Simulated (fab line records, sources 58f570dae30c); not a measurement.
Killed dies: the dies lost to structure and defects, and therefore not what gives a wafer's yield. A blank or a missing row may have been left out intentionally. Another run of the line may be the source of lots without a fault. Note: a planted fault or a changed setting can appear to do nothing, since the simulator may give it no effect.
fab line records | flow berkeleyCmos170
[record] lots = 11 wafers = 33 lastDay = 12
route steps=331 shown ACTIVE@77 V1@270 M2@272 M3@325
lots that met no fault: from a run of the same line without faults
startH: hours from the record's first day to the start of the lot's first wafer shown | waitH: hours since the lot's step before | " unchanged from the row above | L1.1+2: a row that stands for several wafers | - no value, or no start was given | * or withheld: withheld | < > ~ a bound
route shown NAME@n: a module of which the file shows steps, and the number in the route of the first | usual: mean and standard deviation over wafers with no fault | same: alike in all rows | chamber/n: place in a boat | sites: the reading at each site | _std_site: standard deviation of those values | _edge_site: inner sites' mean taken away from outer sites' mean | radiusMm: for every site, how far away it sits from the centre of the wafer | mask NAME#n: copy n | behind: the most recent tool/chamber to have shaped the wafer | hold: what put the lot on hold/how long, in hours/how the hold closed | device: names the non-switching transistor (n, p or np) | end of line: the same wafers' tests at the end of the route | a step with no rows: only its recipe | killed: dies that structure and defects cost at the first sort, which is not the same as the wafer's yield | map: the dies of a wafer, with x for killed, . for not killed, _ for no die there
set.NAME: the setting the step ran with; set.NAME@STEP: the setting that earlier step ran with | model.NAME: the simulator's own value behind a step, which no gauge read
route steps across a sampled set of lots; one table per step, one row per wafer
services: when a tool's chamber went out of use (startH, in hours from the record's first day, below 0 if earlier), for how many hours, and the reason
[[steps]]
[step UCB170_ACTIVE_CD_MEAS_90]
[recipe] targetCdNm = 1200
[usual] cdNm = 1199.4/1.1
// columns lot.wafer tool chamber startH waitH cdNm
L766.1 cdSem-02 - 95.94 0.1 1200.6
L766.4 " - " " 1198.8
L766.6 " - " " 1200.1
L767.2 cdSem-01 - 96.07 0.1 1201.7
L767.3 " - " " 1200.4
L767.4 " - " " 1200.1
L770.1 cdSem-02 - 111.83 0.1 1200.2
L770.3 " - " " 1199.1
L770.4 " - " " 1198.8
L774.2 cdSem-01 - 139.84 0.2 1199.6
L774.4 " - " " 1200.1
L774.6 " - " " 1198.5
L778.1 cdSem-01 - 158.72 0.1 1201.2
L778.2 " - " " 1200.4
L778.6 " - " " 1202.2
L780.3 cdSem-01 - 164.96 0.1 1198.7
L780.4 " - " " 1197.8
L780.5 " - " " 1197.4
L781.1 cdSem-02 - 175.88 0.1 1201.8
L781.5 " - " " 1201.2
L781.6 " - " " 1201.2
L783.2 cdSem-02 - 176.18 0.1 1198.4
L783.3 " - " " 1200.2
L783.5 " - " " 1198.5
L784.1 cdSem-01 - 176.45 0.1 1198.9
L784.2 " - " " 1198.0
L784.4 " - " " 1198.7
L787.1 cdSem-02 - 192.22 0.1 1200.7
L787.4 " - " " 1200.0
L787.6 " - " " 1201.1
L788.2 cdSem-01 - 196.48 0.1 1199.9
L788.3 " - " " 1200.0
L788.6 " - " " 1201.8
[step UCB170_V1_CD_MEAS_90]
[recipe] targetCdNm = 700
[usual] cdNm = 700.3/1.6
// columns lot.wafer tool chamber startH waitH cdNm
L766.1 cdSem-02 - 188.32 0.1 699.9
L766.4 " - " " 699.2
L766.6 " - " " 699.6
L767.2 cdSem-01 - 188.62 0.1 699.8
L767.3 " - " " 702.0
L767.4 " - " " 699.6
L770.1 cdSem-01 - 202.45 0.1 698.1
L770.3 " - " " 698.7
L770.4 " - " " 697.9
L774.2 cdSem-02 - 222.10 0.1 700.6
L774.4 " - " " 700.3
L774.6 " - " " 699.1
L778.1 cdSem-02 - 241.29 0.1 700.0
L778.2 " - " " 699.5
L778.6 " - " " 699.5
L780.3 cdSem-02 - 248.72 0.1 702.6
L780.4 " - " " 701.3
L780.5 " - " " 702.6
L781.1 cdSem-02 - 256.63 0.1 699.1
L781.5 " - " " 699.1
L781.6 " - " " 698.2
L784.1 cdSem-02 - 259.59 0.4 701.4
L784.2 " - " " 700.5
L784.4 " - " " 698.9
L783.2 cdSem-02 - 259.85 0.3 701.2
L783.3 " - " " 703.3
L783.5 " - " " 701.8
L787.1 cdSem-02 - 277.33 0.1 701.2
L787.4 " - " " 701.8
L787.6 " - " " 702.3
L788.2 cdSem-02 - 288.53 0.1 703.7
L788.3 " - " " 700.9
L788.6 " - " " 701.2
[step UCB170_M2_SPUTTER_01]
[recipe] material = Al targetThkNm = 900 timeS = 120 powerW = 6000 chamberPressurePa = 0.5
[usual] cathodeDcPowerW = 6000.0/1 throttleValvePct = 30.3/1.1
// columns lot.wafer tool chamber startH waitH cathodeDcPowerW throttleValvePct
L766.1 pvdSputter-04 - 188.51 0.0 5999.5 31.0
L766.4 " - " " 6001.4 30.6
L766.6 " - " " 5998.3 29.5
L767.2 pvdSputter-01 - 188.78 0.0 6000.6 29.5
L767.3 " - " " 5998.6 30.4
L767.4 " - " " 5998.8 31.0
L770.1 pvdSputter-04 - 202.63 0.0 5999.6 29.1
L770.3 " - " " 5999.7 29.5
L770.4 " - " " 5997.7 30.9
L774.2 pvdSputter-04 - 222.27 0.0 5998.8 29.2
L774.4 " - " " 6000.7 30.8
L774.6 " - " " 6001.4 31.1
L778.1 pvdSputter-01 - 241.48 0.0 5998.1 30.2
L778.2 " - " " 6000.9 31.1
L778.6 " - " " 6000.0 31.2
L780.3 pvdSputter-03 - 248.87 0.0 6000.8 28.1
L780.4 " - " " 5999.2 29.9
L780.5 " - " " 5998.2 30.2
L781.1 pvdSputter-03 - 256.81 0.0 5997.7 32.6
L781.5 " - " " 5999.4 28.1
L781.6 " - " " 6000.3 32.7
L784.1 pvdSputter-03 - 259.78 0.0 5999.5 30.0
L784.2 " - " " 5999.9 28.1
L784.4 " - " " 6000.9 32.6
L783.2 pvdSputter-01 - 260.02 0.0 6000.1 29.9
L783.3 " - " " 5999.9 30.4
L783.5 " - " " 6001.5 30.3
L787.1 pvdSputter-03 - 277.51 0.0 6001.2 30.0
L787.4 " - " " 5999.3 30.0
L787.6 " - " " 5999.0 32.7
L788.2 pvdSputter-01 - 288.70 0.0 6000.4 30.2
L788.3 " - " " 5999.0 30.0
L788.6 " - " " 6000.1 30.4
[step UCB170_M2_RS_MEAS_02]
[recipe] thkMeasGauge = four-point-probe reads = Al_of_M2_SPUTTER_01
[usual] M2_AL_RS = 0.03237/0.00029
// columns lot.wafer tool chamber startH waitH M2_AL_RS[ohm/sq]
L766.1 filmMetro-01 - 188.59 0.0 0.0322
L766.4 " - " " 0.03213
L766.6 " - " " 0.03204
L767.2 filmMetro-04 - 188.89 0.1 0.03251
L767.3 " - " " 0.0325
L767.4 " - " " 0.03232
L770.1 filmMetro-03 - 202.72 0.0 0.0323
L770.3 " - " " 0.03262
L770.4 " - " " 0.03265
L774.2 filmMetro-04 - 222.37 0.1 0.03191
L774.4 " - " " 0.02396
L774.6 " - " " 0.03204
L778.1 filmMetro-01 - 241.56 0.0 0.03317
L778.2 " - " " 0.03262
L778.6 " - " " 0.03273
L780.3 filmMetro-04 - 248.99 0.1 0.03214
L780.4 " - " " 0.03216
L780.5 " - " " 0.03196
L781.1 filmMetro-03 - 257.18 0.3 0.03217
L781.5 " - " " 0.03243
L781.6 " - " " 0.03234
L784.1 filmMetro-04 - 259.86 0.0 0.03274
L784.2 " - " " 0.03255
L784.4 " - " " 0.0323
L783.2 filmMetro-03 - 260.12 0.1 0.03275
L783.3 " - " " 0.03271
L783.5 " - " " 0.03267
L787.1 filmMetro-04 - 277.60 0.0 0.03244
L787.4 " - " " 0.03228
L787.6 " - " " 0.03238
L788.2 filmMetro-01 - 288.80 0.1 0.03256
L788.3 " - " " 0.03229
L788.6 " - " " 0.03232
[step UCB170_M2_THK_MEAS_03]
[recipe] thkMeasGauge = xrf reads = Al_of_M2_SPUTTER_01
[usual] M2_AL_THK = 898/8.3
// columns lot.wafer tool chamber startH waitH M2_AL_THK[nm]
L766.1 filmMetro-01 - 188.71 0.1 905
L766.4 " - " " 908
L766.6 " - " " 909
L767.2 filmMetro-04 - 189.00 0.1 891
L767.3 " - " " 890
L767.4 " - " " 894
L770.1 filmMetro-03 - 202.84 0.1 909
L770.3 " - " " 901
L770.4 " - " " 896
L774.2 filmMetro-04 - 222.48 0.1 901
L774.4 " - " " 1199
L774.6 " - " " 904
L778.1 filmMetro-01 - 241.68 0.1 885
L778.2 " - " " 902
L778.6 " - " " 901
L780.3 filmMetro-04 - 249.09 0.1 898
L780.4 " - " " 900
L780.5 " - " " 901
L781.1 filmMetro-03 - 257.30 0.1 907
L781.5 " - " " 896
L781.6 " - " " 900
L784.1 filmMetro-04 - 259.98 0.1 885
L784.2 " - " " 895
L784.4 " - " " 901
L783.2 filmMetro-03 - 260.23 0.1 882
L783.3 " - " " 888
L783.5 " - " " 894
L787.1 filmMetro-04 - 277.72 0.1 894
L787.4 " - " " 894
L787.6 " - " " 894
L788.2 filmMetro-01 - 288.91 0.1 894
L788.3 " - " " 903
L788.6 " - " " 898
[step UCB170_M2_METAL_ETCH_18]
[recipe] chemistry = Cl2/BCl3 target = Al stopOn = SiO2 pressureMtorr = 12 targetDepthA = 11700 overEtchFrac = 0.3 timeS = 195 icpW = 600 biasW = 120 Cl2_flow_sccm = 90 bcl3FlowSccm = 45
[usual] bcl3FlowSccm = 45.02/0.14 drypumpMotorCurrentA = 5.7/0.6 oesProductAu = 0.843/0.014 throttleValvePct = 24.27/0.28
// columns lot.wafer tool chamber startH waitH bcl3FlowSccm drypumpMotorCurrentA oesProductAu rfHoursCounterH throttleValvePct
L766.1 rieMetal-04 0 190.71 - 45.02 6.5 0.831 1.5 23.85
L766.4 " 1 " " 44.80 5.1 0.857 - 24.48
L766.6 " 0 " " 45.16 6.5 0.832 - 23.83
L767.2 rieMetal-04 1 194.59 - 44.87 5.2 0.859 4.5 24.47
L767.3 " 0 " " 44.97 6.5 0.822 - 23.84
L767.4 " 1 " " 44.92 5.2 0.853 - 24.49
L770.1 rieMetal-01 1 205.34 - 45.12 5.0 0.838 0.6 24.06
L770.3 " 0 " " 45.29 5.2 0.863 - 24.31
L770.4 " 1 " " 45.14 5.0 0.832 - 24.06
L774.2 rieMetal-01 1 225.85 - 44.89 5.0 0.839 1.6 24.05
L774.4 " 1 " " 44.85 5.0 0.978 - 24.00
L774.6 " 1 " " 44.97 5.0 0.836 - 24.07
L778.1 rieMetal-02 0 245.23 - 45.10 6.4 0.839 6.2 24.56
L778.2 " 1 " " 44.77 5.9 0.855 2.4 24.56
L778.6 " 0 " " 44.99 6.3 0.841 - 24.57
L780.3 rieMetal-01 0 253.59 - 45.01 5.2 0.839 - 24.32
L780.4 " 1 " " 45.11 5.0 0.835 - 24.05
L780.5 " 0 " " 45.02 5.2 0.842 - 24.32
L781.1 rieMetal-02 0 260.39 - 45.13 6.3 0.848 6.7 24.56
L781.5 " 1 " " 45.11 5.9 0.862 - 24.55
L781.6 " 0 " " 45.16 6.4 0.845 - 24.55
L784.1 rieMetal-01 0 262.10 - 45.11 5.2 0.830 1.3 24.33
L784.2 " 1 " " 45.02 5.0 0.831 2.9 24.04
L784.4 " 0 " " 45.04 5.2 0.833 - 24.32
L783.2 rieMetal-02 0 262.50 - 44.91 6.3 0.838 6.9 24.56
L783.3 " 0 " " 44.94 6.3 0.842 - 24.58
L783.5 " 0 " " 44.89 6.3 0.853 - 24.55
L787.1 rieMetal-04 0 280.59 - 44.97 6.4 0.824 4.9 23.85
L787.4 " 1 " " 45.16 5.2 0.856 - 24.49
L787.6 " 1 " " 44.77 5.2 0.852 - 24.49
L788.2 rieMetal-01 0 290.92 - 45.06 5.2 0.837 2.5 24.31
L788.3 " 0 " " 45.30 5.2 0.838 - 24.33
L788.6 " 1 " " 44.90 5.0 0.826 - 24.06
[step UCB170_M3_OVL_MEAS_16]
[usual] M3_OVL = 0/4.9
// columns lot.wafer tool chamber startH waitH M3_OVL[nm]
L766.1 overlay-01 - 197.74 0.1 3
L766.4 " - " " 2
L766.6 " - " " 1
L767.2 overlay-02 - 200.04 0.1 -8
L767.3 " - " " -9
L767.4 " - " " 1
L770.1 overlay-02 - 214.58 0.1 -6
L770.3 " - " " -8
L770.4 " - " " -2
L774.2 overlay-02 - 232.43 0.1 2
L774.6 " - " " 1
L778.1 overlay-02 - 254.62 0.1 -2
L778.2 " - " " -4
L778.6 " - " " 1
L780.3 overlay-02 - 259.60 0.1 2
L780.4 " - " " 0
L780.5 " - " " 0
L781.1 overlay-02 - 268.95 0.1 3
L781.5 " - " " 4
L781.6 " - " " 4
L784.1 overlay-01 - 270.30 0.1 -2
L784.2 " - " " -2
L784.4 " - " " 3
L783.2 overlay-02 - 270.99 0.1 -9
L783.3 " - " " -2
L783.5 " - " " -2
L787.1 overlay-01 - 287.06 0.1 -2
L787.4 " - " " -6
L787.6 " - " " -9
L788.2 overlay-02 - 296.38 0.1 -1
L788.3 " - " " -1
L788.6 " - " " 1
[[services]]
// columns tool chamber startH hours kind
rieMetal-02 1 169.82 2.5 repair
rieMetal-01 1 171.78 - clean
rieMetal-01 1 171.78 20.0 scheduledDown
rieMetal-01 1 171.78 20.0 ventCycle
pvdSputter-03 - 197.05 1.1 repair
rieMetal-01 0 205.60 - clean
rieMetal-01 0 205.60 14.4 scheduledDown
rieMetal-01 0 205.60 14.4 ventCycle
pvdSputter-01 - 248.79 1.2 repair
rieMetal-04 1 249.13 1.5 repair
pvdSputter-03 - 259.93 1.9 repair
pvdSputter-01 - 290.72 2.9 repair
[[key]]
[firstSign] step = UCB170_M2_RS_MEAS_02 reading = M2_AL_RS direction = down sigmas = 29 usual = 0.03237 struck = 0.02396
[effect] step = UCB170_M2_THK_MEAS_03 reading = M2_AL_THK direction = up sigmas = 36 usual = 898 struck = 1199
[effect] step = UCB170_M2_METAL_ETCH_18 reading = oesProductAu direction = up sigmas = 9.6 usual = 0.843 struck = 0.978
metAt UCB170_M2_SPUTTER_01
struckLots L774
struckWafers L774.4
laterRowsLeftOut L774.4
sortLeftOut L774.4
notActingAt UCB170_ACTIVE_CD_MEAS_90,UCB170_V1_CD_MEAS_90,UCB170_M3_OVL_MEAS_16
onsetBetween 188.51 222.27
[fault] kind = processParameterDrift tool = pvdSputter-04 chamber = - onsetH = 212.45 steps = UCB170_M2_SPUTTER_01 channel = targetThkNm offset = 300.33 shape = step endH = 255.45 actsIn = theseRecipesOnly stated = 900 scope = struckWafersOnly
// sortLeftOut: the simulated sort isn't trusted on such a fault, so these wafers' sort isn't shown, and their yield isn't known
// laterRowsLeftOut: the simulator's readings of these wafers behind a module that went badly wrong aren't trusted and aren't shown, but for the sort
